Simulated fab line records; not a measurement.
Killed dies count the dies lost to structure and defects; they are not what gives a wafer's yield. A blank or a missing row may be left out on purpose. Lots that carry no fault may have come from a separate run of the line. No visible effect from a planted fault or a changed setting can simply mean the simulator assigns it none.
fab line records    flow rit_cmos
record lots=5  wafers=15  last_day=7
route steps=202 shown CONTACT@172 M1@184
lots that met no fault: taken from a fault-free run of the same line
start_h: start of the lot's first displayed wafer, in hours after the record's first day    wait_h: how many hours have passed since the lot's step before this one    " repeats the value in the row above    L1.1+2: a row that stands for several wafers    - no value, or no start was given    * or withheld: withheld    < > ~ a bound
route shown NAME@n: NAME is a module with steps in the file, n the number in the route of the first one    usual: average and standard deviation across the fault-free wafers    same: alike in all rows    chamber/n: place in a boat    sites: readings site by site    _std_site: the values' standard deviation    _edge_site: outer sites' mean less inner sites'    radius_mm: how far each site lies from the wafer's centre    mask NAME#n: copy n    behind: the last tool/chamber to shape the wafer    hold: why the lot was held/for how many hours/how that ended    device: whichever transistor did not switch (one of n, p or np)    end of line: at the end of the route, the tests of the same wafers    step lacking rows: just its recipe    killed: dies that structure and defects cost at the first sort, which is not the same as the wafer's yield    map: per-die view of a wafer (x killed, . not killed, _ where there is no die)
set.NAME: the setting as run; set.NAME@STEP: as run at that earlier step    model.NAME: the simulator's own value behind a step, which no gauge read
lots at some steps of the route; a table a step, a row a wafer
services: the hour from which a tool's chamber was out of use, counted from the record's first day as start_h (under 0 if before that day), plus the number of hours and why
## steps
# step RIT_CONTACT_SOFTBAKE_04
# recipe resist=NOVOLAK  temp_c=90  time_s=60
# step RIT_CONTACT_EXPOSE_05
# recipe mask_id=M11  na=0.6  source_shape=conventional  sigma_outer=0.5  target_cd_nm=1000  dose_mj=250
# step RIT_CONTACT_PEB_06
# recipe resist=NOVOLAK  temp_c=withheld  time_s=withheld
# step RIT_CONTACT_DEVELOP_07
# recipe resist=NOVOLAK  develop_time_s=120  dev_temp_c=23
# step RIT_CONTACT_CD_MEAS_08
# recipe target_cd_nm=1000
# usual cd_nm=1000.0/2.4
lot.wafer  tool       chamber  start_h  wait_h  cd_nm
L453.2     cd_sem-01  -        67.28    -       997.8
L453.3     "          -        "        "       994.4
L453.6     "          -        "        "       993.9
L456.1     cd_sem-01  -        82.52    -       998.8
L456.4     "          -        "        "       997.6
L456.5     "          -        "        "       999.2
L461.1     cd_sem-01  -        107.92   -       1003.2
L461.3     "          -        "        "       1004.3
L461.5     "          -        "        "       1002.7
L466.4     cd_sem-01  -        132.70   -       1000.8
L466.5     "          -        "        "       1001.7
L466.6     "          -        "        "       1001.9
L471.3     cd_sem-02  -        156.06   -       1002.2
L471.4     "          -        "        "       1001.2
L471.6     "          -        "        "       1000.1
# step RIT_CONTACT_OVL_MEAS_09
# usual CONTACT_OVL=0.2/1.5
lot.wafer  tool        chamber  start_h  wait_h  CONTACT_OVL[nm]
L453.2     overlay-02  -        67.39    0.1     1.0
L453.3     "           -        "        "       -0.8
L453.6     "           -        "        "       1.5
L456.1     overlay-01  -        82.64    0.1     0.4
L456.4     "           -        "        "       1.2
L456.5     "           -        "        "       0.0
L461.1     overlay-01  -        108.04   0.1     -1.8
L461.3     "           -        "        "       -4.0
L461.5     "           -        "        "       -1.6
L466.4     overlay-01  -        132.78   0.1     -0.4
L466.5     "           -        "        "       0.1
L466.6     "           -        "        "       -0.3
L471.3     overlay-01  -        156.16   0.1     -0.6
L471.4     "           -        "        "       0.6
L471.6     "           -        "        "       0.3
# step RIT_CONTACT_HARDBAKE_10
# recipe resist=NOVOLAK  temp_c=140  time_s=60
# step RIT_CONTACT_ETCH_11
# recipe target_depth_a=4800  over_etch_frac=0.2  stop_on=TiSi2  chemistry=CHF3/CF4/Ar  target=SiO2  CHF3_flow_sccm=50  cf4_flow_sccm=10  Ar_flow_sccm=100  O2_flow_sccm=5  pressure_mtorr=100  rf_w=200  time_s=320
# usual cf4_flow_sccm=10.00/0.03  chamber_pressure_mTorr=100.00/0.1  drypump_motor_current_A=5.5/0.48  oes_product_au=0.990/0.015  throttle_valve_pct=8.83/0.12
lot.wafer  tool         chamber  start_h  wait_h  cf4_flow_sccm  chamber_pressure_mTorr  drypump_motor_current_A  oes_product_au  rf_hours_counter_h  throttle_valve_pct
L453.2     rie_diel-02  2        67.57    0.1     10.00          99.85                   6.0                      0.996           129                 9.02
L453.3     "            0        "        "       9.97           100.10                  4.9                      0.969           4                   8.81
L453.6     "            0        "        "       10.00          99.72                   4.9                      0.966           -                   8.83
L456.1     rie_diel-04  0        82.83    0.1     10.01          100.09                  5.9                      0.987           3                   8.72
L456.4     "            3        "        "       10.00          100.02                  5.4                      0.977           -                   8.75
L456.5     "            1        "        "       10.03          100.01                  5.4                      1.011           -                   8.87
L461.1     rie_diel-03  2        108.23   0.1     10.02          100.12                  4.9                      0.979           35                  8.75
L461.3     "            3        "        "       9.99           100.06                  5.9                      0.984           42                  8.93
L461.5     "            2        "        "       9.97           99.91                   4.9                      0.978           -                   8.77
L466.4     rie_diel-04  1        133.05   0.1     10.04          100.13                  5.4                      1.014           -                   8.87
L466.5     "            2        "        "       10.00          99.89                   5.0                      0.990           -                   8.82
L466.6     "            0        "        "       10.02          100.08                  5.9                      0.994           -                   8.72
L471.3     rie_diel-02  0        156.33   0.1     10.02          99.99                   4.9                      0.971           6                   8.81
L471.4     "            1        "        "       10.06          100.04                  5.6                      1.011           1                   8.85
L471.6     "            1        "        "       10.06          99.91                   5.6                      0.997           -                   8.84
# step RIT_CONTACT_STRIP_12
# recipe chemistry=O2  time_s=180  resist=NOVOLAK  platen_temp_c=withheld  power_w=500  pressure_mtorr=4000  o2_flow_sccm=4000
# usual chamber_pressure_mTorr=4000/4.3  drypump_motor_current_A=5.7/0.4
lot.wafer  tool             chamber  start_h  wait_h  chamber_pressure_mTorr  drypump_motor_current_A  rf_hours_counter_h
L453.2     plasma_asher-02  0        67.76    0.1     4001                    5.1                      30
L453.3     "                1        "        "       4000                    6.0                      -
L453.6     "                1        "        "       4000                    6.0                      -
L456.1     plasma_asher-02  0        83.02    0.1     3997                    5.1                      31
L456.4     "                0        "        "       4002                    5.1                      -
L456.5     "                0        "        "       3996                    5.1                      -
L461.1     plasma_asher-01  1        108.42   0.1     3997                    6.3                      49
L461.3     "                0        "        "       4007                    5.6                      -
L461.5     "                0        "        "       3997                    5.5                      -
L466.4     plasma_asher-01  0        133.20   0.1     4000                    5.6                      -
L466.5     "                0        "        "       3999                    5.6                      -
L466.6     "                1        "        "       4001                    6.3                      -
L471.3     plasma_asher-04  1        156.58   0.2     3999                    5.8                      -
L471.4     "                0        "        "       3996                    5.5                      -
L471.6     "                1        "        "       4001                    5.8                      -
# step RIT_CONTACT_CD_MEAS_90
# recipe target_cd_nm=1000
# usual cd_nm=1000.0/2.4
lot.wafer  tool       chamber  start_h  wait_h  cd_nm
L453.2     cd_sem-01  -        67.96    0.1     997.6
L453.3     "          -        "        "       993.9
L453.6     "          -        "        "       994.0
L456.1     cd_sem-01  -        83.20    0.1     998.7
L456.4     "          -        "        "       997.5
L456.5     "          -        "        "       998.6
L461.1     cd_sem-01  -        108.60   0.1     1003.6
L461.3     "          -        "        "       1004.7
L461.5     "          -        "        "       1003.3
L466.4     cd_sem-01  -        133.38   0.1     1000.8
L466.5     "          -        "        "       1002.1
L466.6     "          -        "        "       1002.4
L471.3     cd_sem-01  -        156.74   0.1     1002.1
L471.4     "          -        "        "       1001.6
L471.6     "          -        "        "       999.9
# step RIT_CONTACT_CLEAN_13
# recipe chemistry=SC1  mix=3:3:50  time_s=600  temp_c=75
# step RIT_CONTACT_CLEAN_14
# recipe chemistry=SC2  mix=3:3:50  time_s=600  temp_c=75  dry=n2_spin
# step RIT_M1_SPUTTER_00
# recipe material=Al  target_thk_nm=400  power_w=2000  chamber_pressure_pa=0.4  gas=Ar  time_s=500  substrate_temp_c=25
# usual throttle_valve_pct=30.5/1
lot.wafer  tool            chamber  start_h  wait_h  throttle_valve_pct  model.Al_of_M1_SPUTTER_00.thk_nm
L453.2     pvd_sputter-01  -        68.41    0.0     31.7                404.8
L453.3     "               -        "        "       29.0                400
L453.6     "               -        "        "       31.7                402.2
L456.1     pvd_sputter-04  -        83.68    0.0     29.5                399.1
L456.4     "               -        "        "       30.5                401.4
L456.5     "               -        "        "       28.8                401.4
L461.1     pvd_sputter-03  -        109.07   0.0     30.3                392.8
L461.3     "               -        "        "       30.7                395.5
L461.5     "               -        "        "       30.4                392.3
L466.4     pvd_sputter-01  -        133.79   0.0     31.3                399.3
L466.5     "               -        "        "       29.3                403.2
L466.6     "               -        "        "       31.8                266.5
L471.3     pvd_sputter-03  -        157.34   0.0     30.4                396.6
L471.4     "               -        "        "       30.6                401.4
L471.6     "               -        "        "       29.1                402.5
# step RIT_M1_RS_MEAS_01
# recipe thk_meas_gauge=four-point-probe  reads=Al_of_M1_SPUTTER_00
# usual M1_AL_RS=0.0734/0.00078
lot.wafer  tool           chamber  start_h  wait_h  M1_AL_RS[ohm/sq]
L453.2     film_metro-02  -        68.72    0.2     0.0727
L453.3     "              -        "        "       0.0733
L453.6     "              -        "        "       0.0730
L456.1     film_metro-04  -        83.98    0.1     0.0736
L456.4     "              -        "        "       0.0730
L456.5     "              -        "        "       0.0732
L461.1     film_metro-01  -        109.36   0.1     0.0749
L461.3     "              -        "        "       0.0742
L461.5     "              -        "        "       0.0746
L466.4     film_metro-02  -        134.14   0.2     0.0735
L466.5     "              -        "        "       0.0728
L466.6     "              -        "        "       0.1118
L471.3     film_metro-02  -        157.68   0.2     0.0742
L471.4     "              -        "        "       0.0732
L471.6     "              -        "        "       0.0731
# step RIT_M1_THK_MEAS_02
# recipe thk_meas_gauge=xrf  reads=Al_of_M1_SPUTTER_00
# usual M1_AL_THK=399/4.5
lot.wafer  tool           chamber  start_h  wait_h  M1_AL_THK[nm]
L453.2     film_metro-02  -        68.83    0.1     402
L453.3     "              -        "        "       398
L453.6     "              -        "        "       402
L456.1     film_metro-04  -        84.10    0.1     397
L456.4     "              -        "        "       402
L456.5     "              -        "        "       405
L461.1     film_metro-01  -        109.48   0.1     393
L461.3     "              -        "        "       394
L461.5     "              -        "        "       392
L466.4     film_metro-02  -        134.23   0.1     401
L466.5     "              -        "        "       402
L466.6     "              -        "        "       267
L471.3     film_metro-02  -        157.78   0.1     395
L471.4     "              -        "        "       400
L471.6     "              -        "        "       403
# step RIT_M1_HMDS_03
# recipe prime_time_s=60  prime_temp_c=140
# step RIT_M1_COAT_04
# recipe resist=NOVOLAK  spin_rpm=2000  resist_thk_nm=1300
# step RIT_M1_SOFTBAKE_05
# recipe resist=NOVOLAK  temp_c=90  time_s=60
# step RIT_M1_EXPOSE_06
# recipe mask_id=M12  na=0.6  source_shape=conventional  sigma_outer=0.5  target_cd_nm=2600  dose_mj=250
# step RIT_M1_PEB_07
# recipe resist=NOVOLAK  temp_c=withheld  time_s=withheld
# step RIT_M1_DEVELOP_08
# recipe resist=NOVOLAK  develop_time_s=68  dev_temp_c=23
# step RIT_M1_CD_MEAS_09
# recipe target_cd_nm=2600
# usual cd_nm=2601.0/2.1
lot.wafer  tool       chamber  start_h  wait_h  cd_nm
L453.2     cd_sem-01  -        69.91    -       2598.9
L453.3     "          -        "        "       2599.3
L453.6     "          -        "        "       2598.8
L456.1     cd_sem-01  -        85.04    -       2599.8
L456.4     "          -        "        "       2601.6
L456.5     "          -        "        "       2603.2
L461.1     cd_sem-01  -        110.55   -       2600.9
L461.3     "          -        "        "       2602.8
L461.5     "          -        "        "       2601.4
L466.4     cd_sem-01  -        135.37   -       2602.3
L466.5     "          -        "        "       2601.2
L466.6     "          -        "        "       2601.9
L471.3     cd_sem-02  -        158.74   -       2602.4
L471.4     "          -        "        "       2599.4
L471.6     "          -        "        "       2600.0
# step RIT_M1_OVL_MEAS_10
# usual M1_OVL=-0.1/1.5
lot.wafer  tool        chamber  start_h  wait_h  M1_OVL[nm]
L453.2     overlay-02  -        70.02    0.1     0.1
L453.3     "           -        "        "       1.8
L453.6     "           -        "        "       1.4
L456.1     overlay-01  -        85.16    0.1     2.1
L456.4     "           -        "        "       0.0
L456.5     "           -        "        "       1.3
L461.1     overlay-02  -        110.67   0.1     1.1
L461.3     "           -        "        "       -0.8
L461.5     "           -        "        "       2.9
L466.4     overlay-02  -        135.45   0.1     2.2
L466.5     "           -        "        "       -0.9
L466.6     "           -        "        "       -1.4
L471.3     overlay-01  -        158.83   0.1     -1.3
L471.4     "           -        "        "       -1.8
L471.6     "           -        "        "       -1.9
# step RIT_M1_HARDBAKE_11
# recipe resist=NOVOLAK  temp_c=140  time_s=120
# step RIT_M1_METAL_ETCH_12
# recipe stop_on=SiO2  chemistry=Cl2/BCl3  target=Al  time_s=165  over_etch_frac=0.5  pressure_mtorr=100  target_depth_a=6000  rf_w=250  Cl2_flow_sccm=60  bcl3_flow_sccm=50
# usual chamber_pressure_mTorr=100.00/0.088  drypump_motor_current_A=5.6/0.61  oes_product_au=0.769/0.01  throttle_valve_pct=8.32/0.067
lot.wafer  tool          chamber  start_h  wait_h  chamber_pressure_mTorr  drypump_motor_current_A  oes_product_au  rf_hours_counter_h  throttle_valve_pct
L453.2     rie_metal-04  1        70.32    0.2     99.89                   5.0                      0.762           2.3                 8.31
L453.3     "             0        "        "       100.14                  5.3                      0.788           -                   8.46
L453.6     "             1        "        "       100.02                  5.1                      0.768           -                   8.32
L456.1     rie_metal-04  1        85.44    0.2     100.16                  5.1                      0.758           2.5                 8.31
L456.4     "             1        "        "       100.05                  5.1                      0.763           -                   8.32
L456.5     "             1        "        "       100.08                  5.0                      0.764           -                   8.32
L461.1     rie_metal-01  0        111.14   0.2     99.97                   6.3                      0.771           1.1                 8.31
L461.3     "             0        "        "       100.08                  6.3                      0.770           -                   8.31
L461.5     "             0        "        "       100.00                  6.3                      0.765           -                   8.32
L466.4     rie_metal-02  1        135.77   0.1     99.95                   5.4                      0.754           -                   8.24
L466.5     "             1        "        "       100.02                  5.4                      0.759           -                   8.24
L466.6     "             0        "        "       99.94                   5.1                      0.630           -                   8.30
L471.3     rie_metal-01  1        159.16   0.2     100.00                  6.7                      0.765           -                   8.25
L471.4     "             0        "        "       100.00                  6.3                      0.767           -                   8.31
L471.6     "             0        "        "       99.92                   6.3                      0.776           -                   8.31
# step RIT_M1_STRIP_13
# recipe chemistry=nmp  resist=NOVOLAK  temp_c=80  time_s=600  dry=n2_spin
# step RIT_M1_PROBE_99
# usual defect_limited_yield=97.4/1.2  killed_at_contacts=0.1/0.27  killed_at_front_end=7/3.1  killed_dies=7/3.1  killed_open=3.6/2.3  killed_short=3.2/2  sort_bin_3_pad_short=0.1/0.22  sort_bin_5_function=1.5/0.87  sort_bin_6_memory=0.9/0.64  sort_n_pass=257/3.1  sort_yield_pct=97.4/1.2
# same gross_dies=264  killed_at_M0_to_M3=0  killed_at_M4_up=0  killed_at_back_side=0  killed_at_other=0
lot.wafer  tool       chamber  start_h  wait_h  defect_limited_yield[%]  killed_at_contacts  killed_at_front_end  killed_dies  killed_open  killed_short  sort_bin_3_pad_short[%]  sort_bin_5_function[%]  sort_bin_6_memory[%]  sort_n_pass  sort_yield_pct[%]  model.etest.m1.rs_ohm_sq  model.etest.antenna_m1.vt_shift_v
L453.2     prober-01  -        73.61    0.1     96.2                     0                   10                   10           3            7             0.8                      1.1                     1.9                   254          96.2               0.07148                   -0.01368
L453.3     prober-01  -        73.66    0.2     98.1                     0                   5                    5            4            1             0                        0.8                     1.1                   259          98.1               0.07221                   -0.01054
L453.6     prober-01  -        73.81    0.2     98.5                     0                   4                    4            2            2             0                        1.5                     0                     260          98.5               0.07232                   -0.009431
L456.1     prober-01  -        89.00    0.1     97.7                     0                   6                    6            5            1             0                        1.5                     0.8                   258          97.7               0.07259                   -0.01146
L456.4     prober-01  -        89.15    0.2     98.5                     0                   4                    4            4            0             0                        1.1                     0.4                   260          98.5               0.07252                   -0.008062
L456.5     prober-01  -        89.20    0.2     97.0                     0                   8                    8            6            2             0                        1.9                     1.1                   256          97.0               0.07211                   -0.006602
L461.1     prober-02  -        113.41   0.1     98.9                     0                   3                    3            0            3             0                        0.4                     0.8                   261          98.9               0.07398                   -0.01216
L461.3     prober-02  -        113.51   0.2     97.0                     0                   8                    8            4            3             0                        1.5                     1.5                   256          97.0               0.07361                   -0.007985
L461.5     prober-02  -        113.61   0.2     97.0                     0                   8                    8            5            3             0                        1.9                     1.1                   256          97.0               0.07426                   -0.009685
L466.4     prober-01  -        138.29   0.2     97.0                     0                   8                    8            2            6             0                        1.9                     1.1                   256          97.0               0.07278                   -0.00925
L466.5     prober-01  -        138.34   0.2     96.2                     0                   10                   10           5            5             0                        2.7                     1.1                   254          96.2               0.07197                   -0.007149
L466.6     prober-01  -        138.39   0.2     98.5                     0                   4                    4            2            2             0                        1.1                     0.4                   260          98.5               0.1087                    -0.01845
L471.3     prober-02  -        161.46   0.2     98.9                     0                   3                    3            1            2             0                        0.8                     0.4                   261          98.9               0.07339                   -0.01006
L471.4     prober-02  -        161.51   0.2     98.9                     0                   3                    3            1            2             0                        0.4                     0.8                   261          98.9               0.07276                   -0.01026
L471.6     prober-02  -        161.61   0.2     98.1                     1                   4                    5            1            4             0                        1.1                     0.8                   259          98.1               0.07183                   -0.0123
# killed by level:class
L453.2 GATE:geometric_particle:short=4 GATE:geometric_particle:open=2 REOX:geometric_particle:short=2 SPACER:geometric_particle:open=1 SILICIDE:geometric_particle:short=1
L453.3 GATE:geometric_particle:open=2 GATE:geometric_particle:short=1 REOX:geometric_particle:open=1 SILICIDE:geometric_particle:open=1
L453.6 ACTIVE:geometric_particle:short=1 REOX:geometric_particle:open=1 SPACER:geometric_particle:short=1 SPACER:geometric_particle:open=1
L456.1 GATE:geometric_particle:open=3 GATE:geometric_particle:short=1 REOX:geometric_particle:open=1 SILICIDE:geometric_particle:open=1
L456.4 FOX2:geometric_particle:open=3 GATE:geometric_particle:open=1
L456.5 SILICIDE:geometric_particle:open=4 GATE:geometric_particle:open=1 REOX:geometric_particle:short=1 SPACER:geometric_particle:open=1 SPACER:geometric_particle:short=1
L461.1 GATE:geometric_particle:short=2 REOX:geometric_particle:short=1
L461.3 GATE:geometric_particle:short=2 GATE:geometric_particle:open=2 FOX1:geometric_particle:open=1 FOX2:geometric_particle:open=1 SILICIDE:geometric_particle:short=1 PRETRO:coat_microbubble_printed=1
L461.5 GATE:geometric_particle:open=3 SILICIDE:geometric_particle:short=3 SILICIDE:geometric_particle:open=2
L466.4 REOX:geometric_particle:short=2 FOX1:geometric_particle:short=1 FOX2:geometric_particle:open=1 FOX2:geometric_particle:short=1 GATE:geometric_particle:open=1 GATE:geometric_particle:short=1 SILICIDE:geometric_particle:short=1
L466.5 REOX:geometric_particle:short=3 FOX1:geometric_particle:open=1 FOX2:geometric_particle:short=1 FOX2:geometric_particle:open=1 GATE:geometric_particle:open=1 REOX:geometric_particle:open=1 SILICIDE:geometric_particle:short=1 SILICIDE:geometric_particle:open=1
L466.6 FOX1:geometric_particle:short=1 FOX2:geometric_particle:open=1 GATE:geometric_particle:open=1 REOX:geometric_particle:short=1
L471.3 GATE:geometric_particle:open=1 GATE:geometric_particle:short=1 SILICIDE:geometric_particle:short=1
L471.4 GATE:geometric_particle:short=2 GATE:geometric_particle:open=1
L471.6 SPACER:geometric_particle:short=3 CONTACT:geometric_particle:short=1 FOX2:geometric_particle:open=1
## services
tool            chamber  start_h  hours  kind
rie_metal-02    1        52.50    5.2    repair
pvd_sputter-04  -        54.55    1.0    repair
rie_diel-02     1        62.13    7.9    repair
rie_diel-02     1        70.61    -      clean
rie_diel-02     1        70.61    32.2   scheduled_down
rie_diel-02     1        70.61    32.2   vent_cycle
rie_diel-03     2        70.81    8.4    repair
rie_diel-04     3        72.09    5.3    repair
rie_diel-04     2        77.27    13.9   repair
rie_diel-02     2        84.52    5.5    repair
rie_diel-03     1        103.61   -      clean
rie_diel-03     1        103.61   20.3   scheduled_down
rie_diel-03     1        103.61   20.3   vent_cycle
pvd_sputter-03  -        110.27   1.6    repair
rie_diel-04     3        115.19   26.2   repair
rie_metal-01    -        125.85   0.5    repair
pvd_sputter-01  -        126.03   1.9    repair
rie_diel-02     2        127.60   4.6    repair
rie_metal-01    -        141.85   2.8    pm
## key
first_sign step=RIT_M1_RS_MEAS_01  reading=M1_AL_RS  direction=up  sigmas=49  usual=0.0734  struck=0.1118
effect step=RIT_M1_THK_MEAS_02  reading=M1_AL_THK  direction=down  sigmas=30  usual=399  struck=267
effect step=RIT_M1_METAL_ETCH_12  reading=oes_product_au  direction=down  sigmas=13  usual=0.769  struck=0.630
model_effect step=RIT_M1_SPUTTER_00  value=Al_of_M1_SPUTTER_00.thk_nm  without=405  struck=266.5
model_effect step=RIT_M1_PROBE_99  value=etest.m1.rs_ohm_sq  without=0.07151  struck=0.1087
met_at RIT_M1_SPUTTER_00
struck_wafers L466.6
onset_between 68.41 133.79
fault kind=process_parameter_drift  tool=pvd_sputter-01  chamber=-  onset_h=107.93  steps=RIT_M1_SPUTTER_00  channel=target_thk_nm  offset=-138.49  shape=step  end_h=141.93  stated=400  scope=struck_wafers_only
